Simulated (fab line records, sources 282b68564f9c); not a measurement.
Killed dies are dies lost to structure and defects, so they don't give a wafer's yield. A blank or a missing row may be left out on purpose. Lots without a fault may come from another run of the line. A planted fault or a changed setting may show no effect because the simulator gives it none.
Which tool did it? | flow rit_cmos | 7 lots, 21 wafers sampled, at 2 steps of a route of 202

WHAT THE GAUGES READ, wafer by wafer
RIT_M1_RS_MEAS_01: measures by four-point-probe.
lot  | measured    | on            | M1_AL_RS (ohm/sq)
L494 | day 3 09:25 | film_metro-03 | 0.0736 0.0740 0.0736
L496 | day 3 20:52 | film_metro-02 | 0.0736 0.0732 0.0731
L500 | day 4 16:44 | film_metro-02 | 0.0656 0.0659 0.0658
L504 | day 5 11:49 | film_metro-01 | 0.0660 0.0659 0.0661
L510 | day 6 18:34 | film_metro-03 | 0.0733 0.0727 0.0717
L513 | day 7 15:19 | film_metro-03 | 0.0739 0.0738 0.0734
L515 | day 7 20:26 | film_metro-01 | 0.0738 0.0749 0.0741

WHICH TOOL RAN EACH LOT (tool, then ch and the chambers of the sampled wafers, then the start)
lot  | RIT_M1_SPUTTER_00
L494 | pvd_sputter-04, day 3 09:05
L496 | pvd_sputter-04, day 3 20:34
L500 | pvd_sputter-04, day 4 16:24
L504 | pvd_sputter-04, day 5 11:31
L510 | pvd_sputter-03, day 6 18:16
L513 | pvd_sputter-04, day 7 14:59
L515 | pvd_sputter-04, day 7 20:09
- RIT_M1_SPUTTER_00: material Al, target thk 400 nm, time 500 s.

THE ANSWER, worked out from the rows above alone
Rule: what is usual is taken from the lots themselves. Put in order of their means at a reading, lots are off if they are a third of the lots or fewer, leave a main group of 4 or more, and stand apart from it by a gap of 3 or more times the standard deviation of the main group's means; of several such gaps the widest counts. A main group whose means are all the same, to the digits that the tables above print for the reading, isn't used. A lot without any number at a reading at which 4 lots or more have one is off too. The other lots that the step has rows for count as sound.
Off: L500, L504, at RIT_M1_RS_MEAS_01 (M1_AL_RS). The main group: mean 0.0735 ohm/sq, standard deviation 0.00056.
A tool fits if, at a process step before that reading, it ran every lot that is off, and no sound lot after the first of them. The gauges at RIT_M1_RS_MEAS_01 are tried like those tools. None of those tried fits.

WHAT THE SIMULATOR HAD PUT IN
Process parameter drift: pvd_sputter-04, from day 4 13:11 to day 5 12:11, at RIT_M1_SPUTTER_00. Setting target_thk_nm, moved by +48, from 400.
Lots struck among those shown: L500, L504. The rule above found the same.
